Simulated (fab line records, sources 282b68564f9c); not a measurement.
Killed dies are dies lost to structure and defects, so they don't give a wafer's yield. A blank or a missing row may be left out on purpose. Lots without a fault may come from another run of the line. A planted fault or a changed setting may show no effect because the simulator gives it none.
fab line records | flow rit_cmos
record lots=6 wafers=18 last_day=6
route steps=202 shown PRETRO@72 GATE@75 FOX2@80 REOX@98 NLDD@103 SDANNEAL@155 M1@202
lots that met no fault: from a run of the same line without faults
start_h: hours from the record's first day to the start of the lot's first wafer shown | wait_h: hours since the lot's step before | " the same as in the row above | L1.1+2: a row that stands for several wafers | - no value, or no start given | * or withheld: withheld | < > ~ a bound
route shown NAME@n: a module of which the file shows steps, and the number in the route of the first | usual: mean/standard deviation of fault-free wafers | same: alike in all rows | chamber/n: place in a boat | sites: the reading at each site | _std_site: their standard deviation | _edge_site: outer sites' mean less inner sites' | radius_mm: how far each site lies from the wafer's centre | mask NAME#n: copy n | behind: the tool/chamber that last shaped the wafer | hold: why the lot was held/for how many hours/how that ended | device: the transistor (n, p or np) that didn't switch | end of line: the same wafers' tests at the end of the route | a step without rows: its recipe alone | killed: dies lost to structure and defects at the first sort, not the wafer's yield | map: a wafer's dies, x killed, . not, _ none there
set.NAME: the setting as run; set.NAME@STEP: as run at that earlier step | model.NAME: the simulator's own value behind a step, which no gauge read
lots at some steps of the route; a table a step, a row a wafer
services: from which hour (start_h, from the record's first day; less than 0 if before it) a tool's chamber was out of use, for how many hours, and why
## steps
# step RIT_PRETRO_IMPLANT_08
# recipe species=B energy_kev=45 dose_cm2=1.2e+13 tilt_deg=7
# step RIT_PRETRO_STRIP_09
# recipe chemistry=O2 time_s=180 resist=NOVOLAK platen_temp_c=withheld power_w=500 pressure_mtorr=4000 o2_flow_sccm=4000
# usual drypump_motor_current_A=5.4/0.68 rf_refl_power_W=7.1/1.4
# columns lot.wafer tool chamber start_h wait_h drypump_motor_current_A rf_hours_counter_h rf_refl_power_W
L622.2 plasma_asher-01 1 43.09 0.1 4.8 25 5.3
L622.4 " 0 " " 5.2 - 8.0
L622.6 " 0 " " 5.2 - 7.7
L623.3 plasma_asher-01 0 46.55 0.1 5.2 - 8.6
L623.4 " 1 " " 4.8 - 5.6
L623.5 " 1 " " 4.8 - 5.6
L628.1 plasma_asher-01 0 72.74 0.1 5.2 28 8.1
L628.2 " 1 " " 4.8 28 5.4
L628.3 " 0 " " 5.2 - 9.0
L629.1 plasma_asher-01 1 76.86 0.1 4.8 28 5.5
L629.3 " 0 " " 5.2 - 8.4
L629.4 " 1 " " 4.8 - 5.3
L630.1 plasma_asher-04 0 83.05 0.1 5.0 45 8.5
L630.2 " 1 " " 6.6 45 5.5
L630.3 " 1 " " 6.6 - 5.6
L633.1 plasma_asher-04 1 100.70 0.1 6.5 47 5.8
L633.3 " 0 " " 5.0 - 8.7
L633.5 " 0 " " 5.0 - 8.6
# step RIT_PRETRO_TW_MEAS_10
# usual PRETRO_TW=477/3.6
# columns lot.wafer tool chamber start_h wait_h PRETRO_TW
L622.2 film_metro-01 - 43.28 0.1 473
L622.4 " - " " 472
L622.6 " - " " 471
L623.3 film_metro-02 - 46.69 0.1 484
L623.4 " - " " 482
L623.5 " - " " 481
L628.1 film_metro-02 - 72.91 0.1 479
L628.2 " - " " 481
L628.3 " - " " 482
L629.1 film_metro-02 - 77.04 0.1 481
L629.3 " - " " 481
L629.4 " - " " 482
L630.1 film_metro-04 - 83.23 0.1 474
L630.2 " - " " 472
L630.3 " - " " 473
L633.1 film_metro-04 - 100.88 0.1 477
L633.3 " - " " 476
L633.5 " - " " 477
# step RIT_GATE_WET_ETCH_00
# recipe chemistry=BOE target=SiO2 target_depth_nm=56 time_s=60 dry=n2_spin dilution=10:1 temp_c=21.5
# step RIT_GATE_CLEAN_01
# recipe chemistry=SC1 mix=3:3:50 time_s=600 temp_c=75
# step RIT_GATE_CLEAN_02
# recipe chemistry=dHF dilution=50:1 time_s=30
# step RIT_GATE_CLEAN_03
# recipe chemistry=SC2 mix=3:3:50 time_s=600 temp_c=75 dry=n2_spin
# step RIT_GATE_CLEAN_04
# recipe chemistry=dHF dilution=50:1 time_s=60 dry=n2_spin
# step RIT_FOX2_THK_MEAS_91
# recipe reads=SiO2_of_FOX2_OXIDATION_00
# usual FIELD_OXIDE_LEFT_2_THK=253/6.4
# columns lot.wafer tool chamber start_h wait_h FIELD_OXIDE_LEFT_2_THK[nm]
L622.2 film_metro-02 - 43.76 0.0 258
L622.4 " - " " 253
L622.6 " - " " 256
L623.3 film_metro-02 - 47.16 0.0 251
L623.4 " - " " 253
L623.5 " - " " 245
L628.1 film_metro-03 - 73.39 0.0 253
L628.2 " - " " 253
L628.3 " - " " 260
L629.1 film_metro-04 - 77.55 0.0 269
L629.3 " - " " 265
L629.4 " - " " 267
L630.1 film_metro-04 - 83.72 0.0 242
L630.2 " - " " 237
L630.3 " - " " 243
L633.1 film_metro-02 - 101.35 0.0 250
L633.3 " - " " 252
L633.5 " - " " 247
# step RIT_GATE_OXIDATION_05
# recipe temp_c=900 ambient=O2 target_thk_a=30 ox_time_s=270
# step RIT_GATE_ANNEAL_06
# recipe temp_c=900 time_s=600 ambient=N2O
# step RIT_GATE_THK_MEAS_07
# recipe reads=SiO2_of_GATE_OXIDATION_05
# usual GATE_OXIDE_THK=3.01/0.071
# columns lot.wafer tool chamber start_h wait_h GATE_OXIDE_THK[nm]
L622.2 film_metro-04 - 45.14 0.0 2.94
L622.4 " - " " 3.04
L622.6 " - " " 2.95
L623.3 film_metro-03 - 48.55 0.0 2.99
L623.4 " - " " 3.01
L623.5 " - " " 2.99
L628.1 film_metro-03 - 74.78 0.0 2.94
L628.2 " - " " 3.01
L628.3 " - " " 3.02
L629.1 film_metro-04 - 81.19 0.0 2.91
L629.3 " - " " 2.96
L629.4 " - " " 3.02
L630.1 film_metro-04 - 85.11 0.0 3.04
L630.2 " - " " 3.07
L630.3 " - " " 3.10
L633.1 film_metro-03 - 109.67 0.0 2.93
L633.3 " - " " 2.99
L633.5 " - " " 3.01
# step RIT_GATE_CVD_08
# recipe material=poly-Si target_thk_nm=250 temp_c=610 precursor=SiH4 time_s=2220 pressure_mtorr=300 sih4_flow_sccm=100
# columns lot.wafer tool chamber start_h wait_h model.poly-Si_of_GATE_CVD_08.thk_nm
L622.2 lpcvd-01 1 45.19 0.0 253.5
L622.4 " 1 " " 252.2
L622.6 " 1 " " 252.9
L623.3 lpcvd-02 1 48.59 0.0 251.7
L623.4 " 1 " " 255.1
L623.5 " 1 " " 255.8
L628.1 lpcvd-02 0 74.84 0.1 124.7
L628.2 " 0 " " 124.3
L628.3 " 0 " " 123.4
L629.1 lpcvd-01 1 81.25 0.1 248.8
L629.3 " 1 " " 250.2
L629.4 " 1 " " 248.6
L630.1 lpcvd-02 0 85.17 0.1 120.5
L630.2 " 0 " " 118.6
L630.3 " 0 " " 118.4
L633.1 lpcvd-01 1 109.73 0.1 252.1
L633.3 " 1 " " 250
L633.5 " 1 " " 249.9
# step RIT_GATE_THK_MEAS_09
# recipe reads=poly-Si_of_GATE_CVD_08
# usual GATE_POLY_THK=251.3/2.3
# columns lot.wafer tool chamber start_h wait_h GATE_POLY_THK[nm]
L622.2 film_metro-03 - 46.82 0.0 253.5
L622.4 " - " " 252.3
L622.6 " - " " 252.7
L623.3 film_metro-02 - 50.23 0.0 251.8
L623.4 " - " " 255.0
L623.5 " - " " 255.8
L628.1 film_metro-04 - 76.46 0.0 124.7
L628.2 " - " " 124.3
L628.3 " - " " 123.5
L629.1 film_metro-02 - 82.87 0.0 248.7
L629.3 " - " " 250.2
L629.4 " - " " 248.8
L630.1 film_metro-02 - 86.79 0.0 120.4
L630.2 " - " " 118.7
L630.3 " - " " 118.4
L633.1 film_metro-04 - 111.35 0.0 252.2
L633.3 " - " " 249.8
L633.5 " - " " 249.8
# step RIT_GATE_HMDS_10
# recipe prime_time_s=60 prime_temp_c=140
# step RIT_GATE_COAT_11
# recipe resist=NOVOLAK spin_rpm=4250 resist_thk_nm=850
# step RIT_GATE_SOFTBAKE_12
# recipe resist=NOVOLAK temp_c=90 time_s=60
# step RIT_GATE_EXPOSE_13
# recipe mask_id=M6 na=0.6 source_shape=conventional sigma_outer=0.6 target_cd_nm=150 dose_mj=380
# step RIT_GATE_PEB_14
# recipe resist=NOVOLAK temp_c=withheld time_s=withheld
# step RIT_GATE_DEVELOP_15
# recipe resist=NOVOLAK develop_time_s=50 dev_temp_c=23
# step RIT_GATE_CD_MEAS_16
# recipe target_cd_nm=150
# usual cd_nm=150.5/2.5
# columns lot.wafer tool chamber start_h wait_h cd_nm
L622.2 cd_sem-01 - 47.98 - 149.7
L622.4 " - " " 153.1
L622.6 " - " " 150.7
L623.3 cd_sem-02 - 51.28 - 149.2
L623.4 " - " " 150.7
L623.5 " - " " 151.5
L628.1 cd_sem-01 - 77.37 - 146.6
L628.2 " - " " 148.3
L628.3 " - " " 149.8
L629.1 cd_sem-02 - 83.78 - 149.4
L629.3 " - " " 152.4
L629.4 " - " " 150.8
L630.1 cd_sem-02 - 87.82 - 149.2
L630.2 " - " " 149.5
L630.3 " - " " 150.4
L633.1 cd_sem-02 - 112.26 - 146.7
L633.3 " - " " 148.8
L633.5 " - " " 152.7
# step RIT_GATE_OVL_MEAS_17
# usual GATE_OVL=0.0/1.4
# columns lot.wafer tool chamber start_h wait_h GATE_OVL[nm]
L622.2 overlay-01 - 48.08 0.1 -0.7
L622.4 " - " " -1.2
L622.6 " - " " 0.2
L623.3 overlay-01 - 51.37 0.1 1.6
L623.4 " - " " 1.0
L623.5 " - " " 1.8
L628.1 overlay-01 - 77.49 0.1 -0.3
L628.2 " - " " 0.7
L628.3 " - " " 0.9
L629.1 overlay-01 - 83.90 0.1 0.7
L629.3 " - " " -1.1
L629.4 " - " " 0.0
L630.1 overlay-02 - 87.94 0.1 0.8
L630.2 " - " " 0.9
L630.3 " - " " 0.2
L633.1 overlay-02 - 112.38 0.1 -0.3
L633.3 " - " " -1.1
L633.5 " - " " 0.0
# step RIT_GATE_HARDBAKE_18
# recipe resist=NOVOLAK temp_c=140 time_s=60
# step RIT_GATE_ETCH_19
# recipe chemistry=SF6/CHF3/O2 time_s=165 SF6_flow_sccm=30 CHF3_flow_sccm=30 O2_flow_sccm=5 target=poly-Si pressure_mtorr=40 rf_w=160 target_depth_a=3125 over_etch_frac=0.25 stop_on=SiO2
# usual drypump_motor_current_A=5.7/0.48 oes_product_au=0.849/0.015 throttle_valve_pct=10.26/0.16
# columns lot.wafer tool chamber start_h wait_h drypump_motor_current_A oes_product_au rf_hours_counter_h throttle_valve_pct model.etch.depth_nm model.GATE.feature_depth_nm
L622.2 rie_si-02 3 48.26 0.1 6.6 0.835 136 10.46 253.5 253.5
L622.4 " 1 " " 5.3 0.860 95 10.10 252.2 252.2
L622.6 " 1 " " 5.4 0.858 - 10.10 252.9 252.9
L623.3 rie_si-01 3 51.55 0.1 5.9 0.854 0 10.39 251.7 251.7
L623.4 " 2 " " 6.1 0.870 36 10.26 255.1 255.1
L623.5 " 2 " " 6.1 0.882 - 10.26 255.8 255.8
L628.1 rie_si-02 2 77.67 0.1 5.3 0.541 1 10.48 124.7 124.7
L628.2 " 1 " " 5.4 0.554 95 10.11 124.3 124.3
L628.3 " 3 " " 6.6 0.539 136 10.46 123.4 123.4
L629.1 rie_si-01 2 84.16 0.1 6.1 0.872 36 10.24 248.8 248.8
L629.3 " 0 " " 5.0 0.823 27 10.04 250.2 250.2
L629.4 " 2 " " 6.1 0.865 - 10.25 248.6 248.6
L630.1 rie_si-02 3 88.13 0.1 6.5 0.525 136 10.46 120.5 120.5
L630.2 " 0 " " 6.0 0.530 0 10.27 118.6 118.6
L630.3 " 1 " " 5.3 0.540 95 10.10 118.4 118.4
L633.1 rie_si-01 0 112.56 0.1 4.9 0.830 27 10.04 252.1 252.1
L633.3 " 3 " " 5.9 0.856 1 10.39 250 250
L633.5 " 3 " " 5.9 0.850 - 10.42 249.9 249.9
# step RIT_GATE_STRIP_20
# recipe chemistry=O2 time_s=180 resist=NOVOLAK platen_temp_c=withheld power_w=500 pressure_mtorr=4000 o2_flow_sccm=4000
# usual drypump_motor_current_A=5.5/0.64 rf_refl_power_W=6.8/1.4
# columns lot.wafer tool chamber start_h wait_h drypump_motor_current_A rf_hours_counter_h rf_refl_power_W
L622.2 plasma_asher-01 0 48.37 0.1 5.2 26 8.4
L622.4 " 0 " " 5.2 - 8.5
L622.6 " 0 " " 5.2 - 8.4
L623.3 plasma_asher-02 1 51.71 0.1 6.2 - 7.4
L623.4 " 0 " " 5.3 - 5.3
L623.5 " 1 " " 6.2 - 7.4
L628.1 plasma_asher-04 0 77.78 0.1 5.0 45 8.5
L628.2 " 1 " " 6.5 45 5.2
L628.3 " 1 " " 6.5 - 5.5
L629.1 plasma_asher-04 1 84.27 0.1 6.6 45 5.6
L629.3 " 0 " " 5.0 - 8.6
L629.4 " 1 " " 6.6 - 5.4
L630.1 plasma_asher-01 1 88.24 0.1 4.8 29 5.5
L630.2 " 0 " " 5.2 29 8.8
L630.3 " 0 " " 5.2 - 8.5
L633.1 plasma_asher-04 0 112.67 0.1 4.9 48 8.8
L633.3 " 0 " " 5.0 - 8.5
L633.5 " 1 " " 6.6 - 5.5
# step RIT_GATE_CD_MEAS_90
# recipe target_cd_nm=150
# usual cd_nm=150.5/2.5
# columns lot.wafer tool chamber start_h wait_h cd_nm
L622.2 cd_sem-01 - 48.57 0.1 149.9
L622.4 " - " " 153.0
L622.6 " - " " 150.6
L623.3 cd_sem-01 - 51.87 0.1 149.5
L623.4 " - " " 150.7
L623.5 " - " " 151.4
L628.1 cd_sem-01 - 77.96 0.1 146.4
L628.2 " - " " 148.2
L628.3 " - " " 150.2
L629.1 cd_sem-02 - 84.45 0.1 149.7
L629.3 " - " " 152.4
L629.4 " - " " 151.2
L630.1 cd_sem-01 - 88.41 0.1 149.5
L630.2 " - " " 150.0
L630.3 " - " " 150.5
L633.1 cd_sem-02 - 112.85 0.1 146.8
L633.3 " - " " 148.8
L633.5 " - " " 152.3
# step RIT_REOX_CLEAN_00
# recipe chemistry=SC1 mix=3:3:50 time_s=600 temp_c=75
# step RIT_REOX_CLEAN_01
# recipe chemistry=dHF dilution=50:1 time_s=30
# step RIT_REOX_CLEAN_02
# recipe chemistry=SC2 mix=3:3:50 time_s=600 temp_c=75 dry=n2_spin
# step RIT_REOX_OXIDATION_03
# recipe temp_c=900 ambient=O2 target_thk_a=252 ox_time_s=5580
# step RIT_REOX_THK_MEAS_04
# recipe reads=SiO2_of_REOX_OXIDATION_03
# usual REOX_OXIDE_THK=25.0/0.47
# columns lot.wafer tool chamber start_h wait_h REOX_OXIDE_THK[nm]
L622.2 film_metro-04 - 51.59 0.0 25.4
L622.4 " - " " 24.9
L622.6 " - " " 25.1
L623.3 film_metro-04 - 54.89 0.0 25.6
L623.4 " - " " 25.3
L623.5 " - " " 24.9
L628.1 film_metro-04 - 81.89 0.0 25.1
L628.2 " - " " 24.9
L628.3 " - " " 25.0
L629.1 film_metro-01 - 87.48 0.0 24.7
L629.3 " - " " 24.5
L629.4 " - " " 24.9
L630.1 film_metro-04 - 92.37 0.0 25.9
L630.2 " - " " 26.1
L630.3 " - " " 25.3
L633.1 film_metro-04 - 118.56 0.0 25.3
L633.3 " - " " 25.6
L633.5 " - " " 25.9
# step RIT_NLDD_HMDS_00
# recipe prime_time_s=60 prime_temp_c=140
# step RIT_NLDD_COAT_01
# recipe resist=NOVOLAK spin_rpm=3250 resist_thk_nm=1000
# step RIT_NLDD_SOFTBAKE_02
# recipe resist=NOVOLAK temp_c=90 time_s=60
# step RIT_NLDD_EXPOSE_03
# recipe mask_id=M7 na=0.57 target_cd_nm=40700 dose_mj=250
# step RIT_NLDD_PEB_04
# recipe resist=NOVOLAK temp_c=withheld time_s=withheld
# step RIT_NLDD_DEVELOP_05
# recipe resist=NOVOLAK develop_time_s=50 dev_temp_c=23
# step RIT_NLDD_OVL_MEAS_06
# usual NLDD_OVL=0.3/1.2
# columns lot.wafer tool chamber start_h wait_h NLDD_OVL[nm]
L622.2 overlay-02 - 52.66 - 0.8
L622.4 " - " " 0.7
L622.6 " - " " 0.0
L623.3 overlay-01 - 55.79 - 0.0
L623.4 " - " " 0.4
L623.5 " - " " -0.3
L628.1 overlay-01 - 82.92 - -1.1
L628.2 " - " " -0.5
L628.3 " - " " 0.5
L629.1 overlay-02 - 88.55 - -0.9
L629.3 " - " " 0.3
L629.4 " - " " -1.1
L630.1 overlay-01 - 93.28 - -0.1
L630.2 " - " " -0.3
L630.3 " - " " 0.4
L633.1 overlay-02 - 119.47 - -1.5
L633.3 " - " " -1.1
L633.5 " - " " 0.2
# step RIT_NLDD_HARDBAKE_07
# recipe resist=NOVOLAK temp_c=140 time_s=60
# step RIT_NLDD_IMPLANT_08
# recipe species=P energy_kev=20 dose_cm2=5e+14 tilt_deg=7
# step RIT_NLDD_STRIP_09
# recipe chemistry=O2 time_s=180 resist=NOVOLAK platen_temp_c=withheld power_w=500 pressure_mtorr=4000 o2_flow_sccm=4000
# usual drypump_motor_current_A=5.7/0.63 rf_refl_power_W=7.0/1.2
# columns lot.wafer tool chamber start_h wait_h drypump_motor_current_A rf_hours_counter_h rf_refl_power_W
L622.2 plasma_asher-03 0 52.99 0.1 6.2 40 7.1
L622.4 " 0 " " 6.3 - 7.2
L622.6 " 1 " " 5.0 - 7.8
L623.3 plasma_asher-02 1 56.17 0.1 6.2 - 7.3
L623.4 " 0 " " 5.3 - 5.4
L623.5 " 1 " " 6.2 - 7.4
L628.1 plasma_asher-02 0 83.26 0.1 5.3 44 5.3
L628.2 " 1 " " 6.2 44 7.3
L628.3 " 0 " " 5.3 - 5.3
L629.1 plasma_asher-02 0 88.89 0.1 5.3 45 5.4
L629.3 " 0 " " 5.3 - 5.7
L629.4 " 1 " " 6.2 - 7.5
L630.1 plasma_asher-04 1 93.72 0.1 6.6 46 5.4
L630.2 " 0 " " 5.0 46 8.8
L630.3 " 0 " " 5.0 - 8.7
L633.1 plasma_asher-04 1 119.80 0.1 6.6 48 5.7
L633.3 " 1 " " 6.6 - 5.4
L633.5 " 1 " " 6.6 - 5.8
# step RIT_NLDD_TW_MEAS_10
# usual NLDD_TW=2489/24
# columns lot.wafer tool chamber start_h wait_h NLDD_TW
L622.2 film_metro-02 - 53.17 0.1 2511
L622.4 " - " " 2518
L622.6 " - " " 2499
L623.3 film_metro-02 - 56.31 0.1 2501
L623.4 " - " " 2520
L623.5 " - " " 2504
L628.1 film_metro-01 - 83.43 0.1 2469
L628.2 " - " " 2459
L628.3 " - " " 2465
L629.1 film_metro-03 - 89.07 0.1 2473
L629.3 " - " " 2463
L629.4 " - " " 2472
L630.1 film_metro-01 - 93.90 0.1 2470
L630.2 " - " " 2470
L630.3 " - " " 2474
L633.1 film_metro-02 - 119.98 0.1 2526
L633.3 " - " " 2500
L633.5 " - " " 2516
# step RIT_SDANNEAL_CLEAN_02
# recipe chemistry=SC2 mix=3:3:50 time_s=600 temp_c=75 dry=n2_spin
# columns lot.wafer tool chamber start_h wait_h model.poly-Si_of_GATE_CVD_08.thk_nm
L622.2 wet_bench-01 1 60.42 0.0 167.3
L622.4 " 1 " " 165.4
L622.6 " 1 " " 166.4
L623.3 wet_bench-01 3 63.75 0.0 164.8
L623.4 " 3 " " 167.3
L623.5 " 3 " " 167.6
L628.1 wet_bench-02 3 90.52 0.0 37.14
L628.2 " 3 " " 36.81
L628.3 " 3 " " 35.2
L629.1 wet_bench-01 2 96.39 0.0 161.3
L629.3 " 2 " " 163.3
L629.4 " 2 " " 161.6
L630.1 wet_bench-01 3 101.27 0.0 32.77
L630.2 " 3 " " 32.19
L630.3 " 3 " " 32.13
L633.1 wet_bench-01 3 127.58 0.0 165.2
L633.3 " 3 " " 162.2
L633.5 " 3 " " 163.2
# step RIT_M1_PROBE_99
# usual killed_at_front_end=6.6/2.7 killed_dies=6.6/2.7 killed_open=3.3/1.8 killed_short=3.4/1.9
# same gross_dies=264 killed_at_M0_to_M3=0 killed_at_M4_up=0 killed_at_back_side=0 killed_at_contacts=0 killed_at_other=0
# columns lot.wafer tool chamber start_h wait_h killed_at_front_end killed_dies killed_open killed_short
L622.2 prober-01 - 68.18 0.1 11 11 4 7
L622.4 prober-01 - 68.28 0.2 12 12 7 5
L622.6 prober-01 - 68.38 0.2 6 6 3 3
L623.3 prober-02 - 71.69 0.2 2 2 0 2
L623.4 prober-02 - 71.74 0.2 4 4 2 2
L623.5 prober-02 - 71.79 0.2 9 9 3 6
L628.1 prober-01 - 99.09 0.1 8 8 3 5
L628.2 prober-01 - 99.14 0.1 7 7 4 3
L628.3 prober-01 - 99.19 0.2 6 6 5 1
L629.1 prober-02 - 106.03 0.1 3 3 2 1
L629.3 prober-02 - 106.13 0.2 8 8 2 6
L629.4 prober-02 - 106.18 0.2 9 9 3 6
L630.1 prober-01 - 109.54 0.1 10 10 3 7
L630.2 prober-01 - 109.59 0.1 3 3 3 0
L630.3 prober-01 - 109.64 0.2 4 4 0 4
L633.1 prober-02 - 136.05 0.1 7 7 5 2
L633.3 prober-02 - 136.15 0.2 5 5 3 2
L633.5 prober-02 - 136.25 0.2 5 5 2 3
# killed by level:class
L622.2 GATE:geometric_particle:short=6 GATE:geometric_particle:open=3 REOX:geometric_particle:open=1 SILICIDE:geometric_particle:short=1
L622.4 GATE:geometric_particle:open=3 FOX2:geometric_particle:open=2 GATE:geometric_particle:short=2 FOX1:geometric_particle:short=1 FOX2:geometric_particle:short=1 REOX:geometric_particle:open=1 SPACER:geometric_particle:short=1 SPACER:geometric_particle:open=1
L622.6 GATE:geometric_particle:short=2 FOX1:geometric_particle:open=1 GATE:geometric_particle:open=1 REOX:geometric_particle:short=1 SPACER:geometric_particle:open=1
L623.3 GATE:geometric_particle:short=1 REOX:geometric_particle:short=1
L623.4 FOX1:geometric_particle:short=1 FOX1:geometric_particle:open=1 SPACER:geometric_particle:open=1 SPACER:geometric_particle:short=1
L623.5 SPACER:geometric_particle:short=3 GATE:geometric_particle:short=2 REOX:geometric_particle:open=2 FOX1:geometric_particle:open=1 REOX:geometric_particle:short=1
L628.1 FOX1:geometric_particle:short=1 FOX1:geometric_particle:open=1 GATE:geometric_particle:short=1 REOX:geometric_particle:open=1 REOX:geometric_particle:short=1 SPACER:geometric_particle:open=1 SPACER:geometric_particle:short=1 SILICIDE:geometric_particle:short=1
L628.2 FOX1:geometric_particle:open=1 FOX1:geometric_particle:short=1 GATE:geometric_particle:open=1 GATE:geometric_particle:short=1 REOX:geometric_particle:short=1 REOX:geometric_particle:open=1 SILICIDE:geometric_particle:open=1
L628.3 GATE:geometric_particle:open=2 FOX1:geometric_particle:open=1 GATE:geometric_particle:short=1 REOX:geometric_particle:open=1 SPACER:geometric_particle:open=1
L629.1 GATE:geometric_particle:open=1 GATE:geometric_particle:short=1 REOX:geometric_particle:open=1
L629.3 FOX1:geometric_particle:short=3 GATE:geometric_particle:short=2 FOX1:geometric_particle:open=1 GATE:geometric_particle:open=1 SILICIDE:geometric_particle:short=1
L629.4 GATE:geometric_particle:short=3 SILICIDE:geometric_particle:open=2 SILICIDE:geometric_particle:short=2 ACTIVE:geometric_particle:short=1 FOX1:geometric_particle:open=1
L630.1 REOX:geometric_particle:short=5 REOX:geometric_particle:open=2 FOX1:geometric_particle:short=1 GATE:geometric_particle:open=1 SPACER:geometric_particle:short=1
L630.2 REOX:geometric_particle:open=2 FOX2:geometric_particle:open=1
L630.3 FOX1:geometric_particle:short=2 FOX2:geometric_particle:short=1 SPACER:geometric_particle:short=1
L633.1 GATE:geometric_particle:open=4 GATE:geometric_particle:short=1 SPACER:geometric_particle:open=1 SILICIDE:geometric_particle:short=1
L633.3 FOX1:geometric_particle:open=2 GATE:geometric_particle:open=1 GATE:geometric_particle:short=1 SILICIDE:geometric_particle:short=1
L633.5 FOX1:geometric_particle:open=1 FOX2:geometric_particle:short=1 GATE:geometric_particle:short=1 GATE:geometric_particle:open=1 SPACER:geometric_particle:short=1
## services
# columns tool chamber start_h hours kind
plasma_asher-04 - 39.45 0.6 repair
rie_si-02 0 59.15 - clean
rie_si-02 0 59.15 15.0 scheduled_down
rie_si-02 0 59.15 15.0 vent_cycle
plasma_asher-01 - 73.99 2.6 repair
rie_si-01 1 74.11 64.8 repair
wet_bench-02 - 99.21 6.7 repair
plasma_asher-02 - 108.75 9.0 pm
plasma_asher-02 0 108.75 9.0 vent_cycle
plasma_asher-02 1 108.75 9.0 vent_cycle
plasma_asher-03 - 111.94 2.0 repair
plasma_asher-02 0 117.75 - clean
plasma_asher-02 1 117.75 - clean
## key
first_sign step=RIT_GATE_THK_MEAS_09 reading=GATE_POLY_THK direction=down sigmas=56 usual=251.3 struck=121.7
effect step=RIT_GATE_ETCH_19 reading=oes_product_au direction=down sigmas=20 usual=0.849 struck=0.538
model_effect step=RIT_GATE_CVD_08 value=poly-Si_of_GATE_CVD_08.thk_nm without=251.6 struck=121.7
model_effect step=RIT_GATE_ETCH_19 value=etch.depth_nm without=251.6 struck=121.7
model_effect step=RIT_SDANNEAL_CLEAN_02 value=poly-Si_of_GATE_CVD_08.thk_nm without=163.9 struck=34.37
met_at RIT_GATE_CVD_08
struck_wafers L628.1,L628.2,L628.3,L630.1,L630.2,L630.3
tester_left_out L628,L630
fault kind=process_parameter_drift tool=lpcvd-02 chamber=0 onset_h=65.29 steps=RIT_GATE_CVD_08 channel=target_thk_nm offset=-129.88 shape=step end_h=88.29 acts_in=these_recipes_only stated=250
# tester_left_out: of these lots the tester's yield and bins aren't shown, on N5 and GAA mostly nor the transistor test; their killed dies are dies lost to structure and defects alone, not to doping, threshold or leakage, so they don't give the yield
